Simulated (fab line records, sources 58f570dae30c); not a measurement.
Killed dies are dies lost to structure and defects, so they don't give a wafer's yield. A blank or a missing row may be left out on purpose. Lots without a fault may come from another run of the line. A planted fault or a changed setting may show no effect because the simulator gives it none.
Problem report in the 8D (eight disciplines) form, filled by code | flow berkeley_cmos170 | the parts of the form that need people (team, actions taken, sign-off) are left out

1. THE PROBLEM
cathode_dc_power_W at UCB170_M3_SPUTTER_01 reads a mean of 5839.6 W on 6 wafers of 2 lots; wafers without a fault read 6000.1 W with a standard deviation of 1.1. That is -99 or more standard deviations from the usual mean.
The step: material Al, target thk 900 nm, time 120 s.
First seen on wafer L634.1, day 12 00:15, on pvd_sputter-01. The record holds 42 wafers of 14 lots with a number at this step. Rule for "out", or "out of limits": more than 4 standard deviations from the usual mean. The other wafers with a number count as sound.

2. WHAT IT IS AND WHAT IT IS NOT
question                    | is                     | is not
which readings at this step | cathode_dc_power_W     | throttle_valve_pct
which lots                  | L634, L637             | L620, L621, L622, L623, L624, L626, L627, L628, L631, L633, L639, L642
which wafers of those lots  | all that have a number | -
read on which tools         | pvd_sputter-01         | pvd_sputter-02, pvd_sputter-04
when                        | from day 12 00:15      | up to then (30 sound wafers); but 6 sound wafers of L639, L642 came after

3. SUSPECTS, AND WHAT RULES EACH OUT
Counting: a tool at a process step up to the reading stays a suspect if it ran every lot that is out and no sound lot after the first of them.
- pvd_sputter-01 at UCB170_M3_SPUTTER_01 (material Al, target thk 900 nm, time 120 s): kept. It ran every lot that is out, first L634 (day 12 00:15), and no sound lot after that; its last sound lot up to then is L633 (day 11 16:41). Its own readings are out on those wafers: cathode_dc_power_W.
Left after counting: pvd_sputter-01 at UCB170_M3_SPUTTER_01.

4. THE CAUSE (what the simulator had put in)
Process parameter drift: pvd_sputter-01, from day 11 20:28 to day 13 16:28, at UCB170_M3_SPUTTER_01. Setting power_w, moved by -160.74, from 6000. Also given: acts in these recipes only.
Counting left only this tool.

5. THE CHAIN OF EFFECTS, in route order
Each row: a reading whose mean over the struck wafers that have a number lies more than 3 standard deviations from the usual. Only readings for which the record gives a usual standard deviation are gone through. hours: the time from each lot's start at the first step in this table that gives one to its start at this step, as a median over the lots. sigmas: the change in usual standard deviations.
hours | step                 | reading            | usual    | on struck wafers | change | sigmas
0     | UCB170_M3_SPUTTER_01 | cathode_dc_power_W | 6000.1 W | 5839.6           | -160.5 | -99 or more
The process steps in it:
- UCB170_M3_SPUTTER_01: material Al, target thk 900 nm, time 120 s.

6. WHAT WOULD HAVE CAUGHT IT SOONER
In this record the first reading out of limits was taken at day 12 00:15, 4 hours after the fault began at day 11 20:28.
